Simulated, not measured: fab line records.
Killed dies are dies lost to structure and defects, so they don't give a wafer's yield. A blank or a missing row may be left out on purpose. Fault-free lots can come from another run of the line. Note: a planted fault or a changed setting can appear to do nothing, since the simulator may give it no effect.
Which tool is to blame? | flow berkeley_cmos170 | 7 lots with 21 wafers sampled at 2 steps, on a route of 331 steps

== WHAT THE GAUGES SHOWED, per wafer ==
UCB170_NLDD_OVL_MEAS_07.
lot  | measured     | on         | NLDD_OVL (nm)
L656 | day 7 02:01  | overlay-01 | -6 -1 -1
L661 | day 8 04:20  | overlay-02 | 6 2 1
L659 | day 8 05:19  | overlay-01 | -3 -6 -2
L667 | day 9 17:18  | overlay-02 | 264 258 255
L669 | day 9 23:08  | overlay-01 | -3 -2 -6
L675 | day 12 01:49 | overlay-02 | 1 -7 -7
L679 | day 12 19:32 | overlay-01 | -3 -1 -6

== EACH LOT AND THE TOOL THAT RAN IT (in order: tool; ch and the chambers of the sampled wafers; start) ==
lot  | UCB170_NLDD_EXPOSE_03
L656 | krf_scanner-02 ch 0, day 7 01:18
L661 | krf_scanner-02 ch 0, day 8 03:13
L659 | krf_scanner-02 ch 0, day 8 04:35
L667 | krf_scanner-01 ch 0, day 9 15:59
L669 | krf_scanner-02 ch 0, day 9 22:24
L675 | krf_scanner-02 ch 0, day 12 01:19
L679 | krf_scanner-02 ch 0, day 12 18:50
- UCB170_NLDD_EXPOSE_03: exposes mask NSELECT, target cd 1200 nm.

== THE ANSWER, worked out from the rows above alone ==
Rule: what is usual is taken from the lots themselves. Put in order of their means at a reading, lots are off if they are a third of the lots or fewer, leave a main group of 4 or more, and stand apart from it by a gap of 3 or more times the standard deviation of the main group's means; of several such gaps the widest counts. Not used: any main group whose means are identical at the precision the tables above print for the reading. A lot without any number at a reading at which 4 lots or more have one is off too. All remaining lots with rows at the step are treated as sound.
Off: at UCB170_NLDD_OVL_MEAS_07 (NLDD_OVL), L667. The main group: mean -2 nm, standard deviation 2.5.
If a tool, at a process step before that reading, ran all the lots that are off and no sound lot after the first of them, it fits. Those tools and the gauges at UCB170_NLDD_OVL_MEAS_07 are tried in the same way. One fits: UCB170_NLDD_EXPOSE_03 on krf_scanner-01. It ran no sound lot before its first lot that is off in this sample, so the start can't be narrowed down.

== WHAT THE SIMULATOR PUT IN ==
Scanner matching overlay: krf_scanner-01, from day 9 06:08 on, at UCB170_NLDD_EXPOSE_03. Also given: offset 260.
Lots struck among those shown: L667. This agrees with what the rule above found.
